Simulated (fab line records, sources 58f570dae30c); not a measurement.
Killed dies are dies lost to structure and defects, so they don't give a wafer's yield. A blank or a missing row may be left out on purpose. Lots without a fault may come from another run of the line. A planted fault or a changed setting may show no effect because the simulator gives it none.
One fault seen from 2 desks | flow berkeley_cmos170 | each desk has only its own numbers; what lay behind them comes last

THE TOOL OWNER'S DESK: rie_diel-02
The tool's own readings at UCB170_SPACER_ETCHBACK_03 (etches SiO2 in CHF3/CF4/Ar, stops on Si, target depth 376 nm, time 100 s): means of the sampled wafers that have a number, for each lot that ran on this tool. A lot is out of limits, marked OUT, if its mean lies more than 4 standard deviations from the usual mean; the brackets give that distance.
Columns: A = drypump_motor_current_A at UCB170_SPACER_ETCHBACK_03, usual 5.6 A; B = mfc_ar_sccm at UCB170_SPACER_ETCHBACK_03, usual 120.1 sccm; C = oes_product_au at UCB170_SPACER_ETCHBACK_03, usual 0.898 a.u.; D = run_length_s at UCB170_SPACER_ETCHBACK_03, usual 128.3 s; E = throttle_valve_pct at UCB170_SPACER_ETCHBACK_03, usual 6.41 %
lot  | first seen here | A   | B     | C     | D               | E
L184 | day 7 02:41     | 5.3 | 120.0 | 0.900 | 128.2           | 6.40
L185 | day 7 16:49     | 5.0 | 120.5 | 0.910 | 128.3           | 6.38
L188 | day 8 17:47     | 4.9 | 120.1 | 0.910 | 128.7           | 6.38
L190 | day 8 23:54     | 5.0 | 120.3 | 0.921 | 120.0 (-22) OUT | 6.36
L192 | day 9 10:05     | 5.4 | 120.5 | 0.926 | 119.8 (-22) OUT | 6.38
This desk's finding: out of limits on L190, L192; first on L190, day 8 23:54 (run_length_s at UCB170_SPACER_ETCHBACK_03). In limits: L184, L185, L188.

THE METROLOGY DESK
What the gauges read, lot by lot, whatever tool the lot ran on: means of the sampled wafers that have a number. A lot is out of limits, marked OUT, if its mean lies more than 4 standard deviations from the usual mean; the brackets give that distance.
Columns: A = cd_nm at UCB170_NLDD_CD_MEAS_06, usual 1199.9 nm; B = PSD_OVL at UCB170_PSD_OVL_MEAS_07, usual 1 nm
lot  | first seen here | A      | B
L184 | day 6 19:53     | 1201.1 | 2
L183 | day 6 20:12     | 1201.0 | -2
L186 | day 7 09:36     | 1199.7 | 0
L185 | day 7 10:17     | 1197.1 | -5
L187 | day 7 19:08     | 1197.6 | 3
L189 | day 8 10:58     | 1200.6 | 0
L188 | day 8 11:26     | 1198.0 | 5
L190 | day 8 16:20     | 1199.8 | 8
L192 | day 9 04:16     | 1199.9 | -0
L196 | day 9 18:48     | 1200.0 | 1
L199 | day 10 08:33    | 1199.5 | 1
L201 | day 10 22:20    | 1200.8 | -1
L203 | day 11 02:19    | 1200.5 | -2
L202 | day 11 07:55    | 1200.5 | 1
This desk's finding: nothing out of limits on any of the 14 lots.

PUT TOGETHER
The tool owner's desk could have raised an alarm at day 8 23:54, on L190, L192.
The metrology desk saw nothing out of limits.
The metrology desk has L190, L192 on record, within its limits.
Of the lots named, all ran UCB170_SPACER_ETCHBACK_03 on rie_diel-02.

WHAT THE SIMULATOR HAD PUT IN
Process parameter drift: rie_diel-02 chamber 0, from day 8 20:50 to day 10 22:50, at UCB170_SPACER_ETCHBACK_03. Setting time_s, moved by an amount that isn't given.
Lots struck among those shown: L190, L192.
Hours from the fault's start to each desk's first reading out of limits: the tool owner's desk, 3.
